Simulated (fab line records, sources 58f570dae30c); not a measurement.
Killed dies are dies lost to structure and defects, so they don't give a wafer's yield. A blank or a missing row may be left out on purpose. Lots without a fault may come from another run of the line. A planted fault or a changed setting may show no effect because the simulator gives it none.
Which tool did it? | flow berkeley_cmos170 | 14 lots, 42 wafers sampled, at 6 steps of a route of 331

WHAT THE GAUGES READ, wafer by wafer
UCB170_NLDD_TW_MEAS_11. Usual: NLDD_TW 2221, standard deviation 22.
lot  | measured     | on            | NLDD_TW        | flag
L349 | day 5 19:45  | film_metro-01 | 2245 2247 2247 |
L350 | day 6 05:59  | film_metro-01 | 2238 2244 2248 |
L351 | day 6 19:40  | film_metro-04 | 2197 2192 2179 |
L354 | day 7 03:28  | film_metro-01 | 2242 2245 2226 |
L357 | day 7 03:53  | film_metro-01 | 2218 2238 2223 |
L356 | day 7 04:38  | film_metro-04 | 2183 2181 2180 |
L359 | day 8 03:14  | film_metro-04 | 2198 2199 2196 |
L361 | day 8 11:38  | film_metro-04 | 2197 2173 2202 |
L362 | day 8 22:49  | film_metro-04 | 2196 2203 2203 |
L364 | day 9 13:11  | film_metro-01 | 2366 2361 2363 | OFF
L366 | day 9 21:40  | film_metro-03 | 2200 2203 2209 |
L368 | day 10 02:01 | film_metro-03 | 2341 2330 2336 | OFF
L369 | day 10 10:27 | film_metro-01 | 2250 2237 2247 |
L370 | day 10 10:41 | film_metro-03 | 2225 2224 2225 |

UCB170_SPACER_THK_MEAS_01. Usual: SPACER_TEOS_THK 376 nm, standard deviation 5.2.
lot  | measured     | on            | SPACER_TEOS_THK (nm) | flag
L349 | day 5 21:37  | film_metro-02 | 377 371 384          |
L350 | day 6 06:16  | film_metro-04 | 368 374 376          |
L351 | day 6 19:56  | film_metro-04 | 371 375 378          |
L354 | day 7 03:45  | film_metro-04 | 374 378 382          |
L357 | day 7 04:13  | film_metro-03 | 368 373 376          |
L356 | day 7 04:55  | film_metro-03 | 366 366 369          |
L359 | day 8 03:32  | film_metro-02 | 380 384 388          |
L361 | day 8 11:55  | film_metro-02 | 367 370 377          |
L362 | day 8 23:10  | film_metro-02 | 375 379 380          |
L364 | day 9 13:46  | film_metro-02 | 366 370 373          |
L366 | day 10 00:12 | film_metro-03 | 380 389 380          |
L368 | day 10 02:41 | film_metro-03 | 371 374 372          |
L369 | day 10 10:44 | film_metro-02 | 378 378 387          |
L370 | day 10 10:58 | film_metro-03 | 374 383 377          |

UCB170_PSD_OVL_MEAS_07. Usual: PSD_OVL -1 nm, standard deviation 6.1.
lot  | measured     | on         | PSD_OVL (nm) | flag
L349 | day 6 04:05  | overlay-01 | -9 -6 -6     |
L350 | day 6 12:02  | overlay-02 | -5 1 -8      |
L351 | day 7 00:59  | overlay-01 | -9 -6 -9     |
L354 | day 7 09:49  | overlay-02 | -6 -18 -19   |
L357 | day 7 09:59  | overlay-01 | 3 6 9        |
L356 | day 7 10:13  | overlay-02 | 8 1 7        |
L359 | day 8 09:50  | overlay-02 | -2 -3 -8     |
L361 | day 8 18:28  | overlay-02 | -2 -5 -9     |
L362 | day 9 05:55  | overlay-01 | 0 7 6        |
L364 | day 9 18:39  | overlay-02 | -4 -10 -1    |
L366 | day 10 05:04 | overlay-01 | 1 -4 -3      |
L368 | day 10 06:40 | overlay-02 | 4 -2 -1      |
L369 | day 10 16:52 | overlay-02 | 2 -7 1       |
L370 | day 10 17:09 | overlay-01 | -10 -9 -6    |

UCB170_SDANNEAL_RS_MEAS_05: measures by four-point-probe. Usual: NLDD_RS 616.4 ohm/sq, standard deviation 1.4.
lot  | measured     | on            | NLDD_RS (ohm/sq)  | flag
L349 | day 6 10:34  | film_metro-03 | 616.7 616.1 616.4 |
L350 | day 6 15:59  | film_metro-04 | 617.2 616.3 616.4 |
L351 | day 7 04:32  | film_metro-01 | 615.7 616.1 615.2 |
L354 | day 7 13:37  | film_metro-04 | 615.6 616.5 615.5 |
L357 | day 7 14:07  | film_metro-01 | 618.3 617.0 617.0 |
L356 | day 7 14:13  | film_metro-04 | 618.4 618.2 617.5 |
L359 | day 8 13:37  | film_metro-03 | 617.8 617.0 615.3 |
L361 | day 8 22:01  | film_metro-03 | 618.9 619.1 617.9 |
L362 | day 9 09:34  | film_metro-01 | 616.5 614.9 615.6 |
L364 | day 10 00:37 | film_metro-01 | 540.2 540.4 539.4 | OFF
L366 | day 10 11:20 | film_metro-01 | 617.4 619.3 618.0 |
L368 | day 10 11:33 | film_metro-03 | 539.5 540.0 540.2 | OFF
L369 | day 10 22:31 | film_metro-03 | 614.7 617.5 618.7 |
L370 | day 10 22:53 | film_metro-01 | 613.6 613.7 614.6 |

WHICH TOOL RAN EACH LOT (tool, then ch and the chambers of the sampled wafers, then the start)
lot  | UCB170_NLDD_IMPLANT_09          | UCB170_SPACER_CVD_00
L349 | implanter-04 ch 0, day 5 19:30  | pecvd-02 ch 1,2, day 5 21:35
L350 | implanter-04 ch 0, day 6 05:45  | pecvd-03 ch 0,1,2, day 6 06:13
L351 | implanter-04 ch 0, day 6 19:25  | pecvd-03 ch 0,1,2, day 6 19:54
L354 | implanter-04 ch 0, day 7 03:13  | pecvd-03 ch 0,1, day 7 03:42
L357 | implanter-02 ch 0, day 7 03:40  | pecvd-01 ch 0,1, day 7 04:08
L356 | implanter-02 ch 0, day 7 04:01  | pecvd-01 ch 0,1,2, day 7 04:53
L359 | implanter-02 ch 0, day 8 03:01  | pecvd-03 ch 0,1,2, day 8 03:29
L361 | implanter-04 ch 0, day 8 11:23  | pecvd-01 ch 1,2, day 8 11:52
L362 | implanter-04 ch 0, day 8 22:34  | pecvd-02 ch 0,1,2, day 8 23:07
L364 | implanter-04 ch 0, day 9 12:56  | pecvd-03 ch 0,1,2, day 9 13:43
L366 | implanter-02 ch 0, day 9 21:21  | pecvd-02 ch 0,1, day 10 00:08
L368 | implanter-04 ch 0, day 10 01:46 | pecvd-01 ch 0,1,2, day 10 02:38
L369 | implanter-02 ch 0, day 10 10:13 | pecvd-03 ch 0,2, day 10 10:41
L370 | implanter-03 ch 0, day 10 10:28 | pecvd-01 ch 1,2, day 10 10:55
- UCB170_NLDD_IMPLANT_09
- UCB170_SPACER_CVD_00: deposits SiO2 from TEOS/O2, target thk 376 nm, time 47 s.

WHAT THE TOOLS THEMSELVES READ (means of the sampled wafers that have a number; where no wafer has one, the mark that the record gives instead)
UCB170_NLDD_IMPLANT_09. Usual: dose_ions_cm2 4.999e+13, standard deviation 5.1e+10; faraday_current_uA 159, standard deviation 3.4.
lot  | tool         | dose_ions_cm2 | faraday_current_uA | flag
L349 | implanter-04 | 4.993e+13     | 154                |
L350 | implanter-04 | 4.995e+13     | 161                |
L351 | implanter-04 | 5.000e+13     | 159                |
L354 | implanter-04 | 5.001e+13     | 158                |
L357 | implanter-02 | 5.001e+13     | 160                |
L356 | implanter-02 | 5.006e+13     | 158                |
L359 | implanter-02 | 4.998e+13     | 158                |
L361 | implanter-04 | 4.995e+13     | 157                |
L362 | implanter-04 | 4.999e+13     | 161                |
L364 | implanter-04 | 7.110e+13     | 224                | OFF
L366 | implanter-02 | 4.995e+13     | 162                |
L368 | implanter-04 | 7.109e+13     | 226                | OFF
L369 | implanter-02 | 4.997e+13     | 159                |
L370 | implanter-03 | 4.997e+13     | 160                |

UCB170_SPACER_CVD_00. Usual: heater_power_w 262 W, standard deviation 34.
lot  | tool     | heater_power_w (W) | flag
L349 | pecvd-02 | 252                |
L350 | pecvd-03 | 255                |
L351 | pecvd-03 | 227                |
L354 | pecvd-03 | 254                |
L357 | pecvd-01 | 283                |
L356 | pecvd-01 | 271                |
L359 | pecvd-03 | 251                |
L361 | pecvd-01 | 268                |
L362 | pecvd-02 | 275                |
L364 | pecvd-03 | 263                |
L366 | pecvd-02 | 290                |
L368 | pecvd-01 | 258                |
L369 | pecvd-03 | 283                |
L370 | pecvd-01 | 239                |

THE ANSWER, worked out from the rows above alone
Rule: a lot is off if the mean of its wafers that have a number lies more than 3 standard deviations from the usual mean. A lot without any number at a reading at which 4 lots or more have one is off too. The other lots that the step has rows for count as sound. The gauges are gone through in route order, then the tools' own readings, and for those a lot's mean is taken as printed above. The first step at which some lot is off is used, and at that step the reading that is off furthest; a lot without a number counts as furthest.
Off: L364, L368, at UCB170_NLDD_TW_MEAS_11 (NLDD_TW).
A tool fits if, at a process step before that reading, it ran every lot that is off, and no sound lot after the first of them. The gauges at UCB170_NLDD_TW_MEAS_11 aren't tried: what is off there is off at UCB170_NLDD_IMPLANT_09 too, on other tools, and a gauge's error can't cause that. One fits: implanter-04 at UCB170_NLDD_IMPLANT_09. Its last sound lot is L362 (day 8 22:34), its first lot that is off L364 (day 9 12:56): a fault that began between those two fits.
The tool's own readings at UCB170_NLDD_IMPLANT_09 bear it out: on the lots that are off they differ by more than 5 times the standard deviation of the sound lots' means. dose_ions_cm2 reads 7.110e+13 there against 4.998e+13 on the sound lots; faraday_current_uA reads 225 there against 159 on the sound lots.

WHAT THE SIMULATOR HAD PUT IN
Process parameter drift: implanter-04, from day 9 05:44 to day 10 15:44, at UCB170_NLDD_IMPLANT_09. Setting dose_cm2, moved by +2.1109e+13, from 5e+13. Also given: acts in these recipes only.
Lots struck among those shown: L364, L368. The rule above found the same.
